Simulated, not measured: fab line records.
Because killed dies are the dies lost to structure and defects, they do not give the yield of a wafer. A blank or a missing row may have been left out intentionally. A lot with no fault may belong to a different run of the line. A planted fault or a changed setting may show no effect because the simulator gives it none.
A struck lot beside a sound one -- flow berkeley cmos170 -- 14 out of 331 route steps
Sound: wafers L447.1, L447.4, L447.6. The struck wafers were L448.2, L448.3, L448.4. The cause comes at the end.
Order at every step that has rows: each side's tool, ch and its chambers, its first start. Under that, the readings that differ: sound wafers -- struck wafers -- difference of the means -- sigmas: that difference in standard deviations of wafers without a fault.
alike: readings with means less than 2 such deviations apart, plus words and numbers identical on both sides. not compared: withheld readings, readings lacking a value on some wafer, bounds such as >300 that could conceal the same value, and numbers that have no deviation in the record and whose values overlap.
Wherever a step has rows on one side only, a row that says differs or no value, or a row with sigmas, the two part there. Non-overlapping numbers with no deviation appear without sigmas and do not part them. Lack of a reading on every wafer of one side parts them only where that side has two or more wafers.

first, 1 step without rows for these wafers: UCB170_FIELD_WET_ETCH_06 (etches SiO2 in BOE, time 22 s).
UCB170_FIELD_THK_MEAS_90:
  sound on film metro-02 at day 6 15:10; struck on film metro-04 at day 6 15:11
  alike: FIELD_OXIDE_LEFT_1_THK
then, 2 steps without rows for these wafers: UCB170_SACOX_CLEAN_00 (cleans in dHF, time 7.5 s); UCB170_SACOX_OXIDATION_01 (target thk 14.4 nm, ox time 2400 s).
UCB170_SACOX_THK_MEAS_02:
  sound on film metro-03 at day 6 21:31; struck on film metro-02 at day 6 21:31
  alike: SACOX_OXIDE_THK
then, 2 steps without rows for these wafers: UCB170_SCREENOX_WET_ETCH_00 (etches SiO2 in dHF, time 200 s); UCB170_SCREENOX_OXIDATION_01 (target thk 14.4 nm, ox time 2400 s).
UCB170_SCREENOX_THK_MEAS_02:
  sound on film metro-01 at day 7 02:22; struck on film metro-03 at day 7 02:23
  alike: SCREENOX_OXIDE_THK
then, 4 steps without rows for these wafers: UCB170_SCREENOX_ANNEAL_03 (time 900 s); UCB170_NVT_HMDS_00 (prime time 60 s); UCB170_NVT_COAT_01 (resist thk 900 nm); UCB170_NVT_SOFTBAKE_02 (time 60 s).
UCB170_NVT_EXPOSE_03: exposes mask PWELL, target cd 3000 nm.
  sound on krf scanner-01 ch 0, day 7 07:43; struck on krf scanner-01, day 7 07:53
  no value came back on the struck wafers for exposure dose mJ cm2, focus offset nm (nm); on the sound wafers exposure dose mJ cm2 reads 29.972 30.003 30.000
  alike: mask
after that, 1 step had no rows for these wafers: UCB170_NVT_PEB_04.

## WHERE THEY PART
Within this record, at UCB170_NVT_EXPOSE_03 only.

WHY: what the simulator had put in
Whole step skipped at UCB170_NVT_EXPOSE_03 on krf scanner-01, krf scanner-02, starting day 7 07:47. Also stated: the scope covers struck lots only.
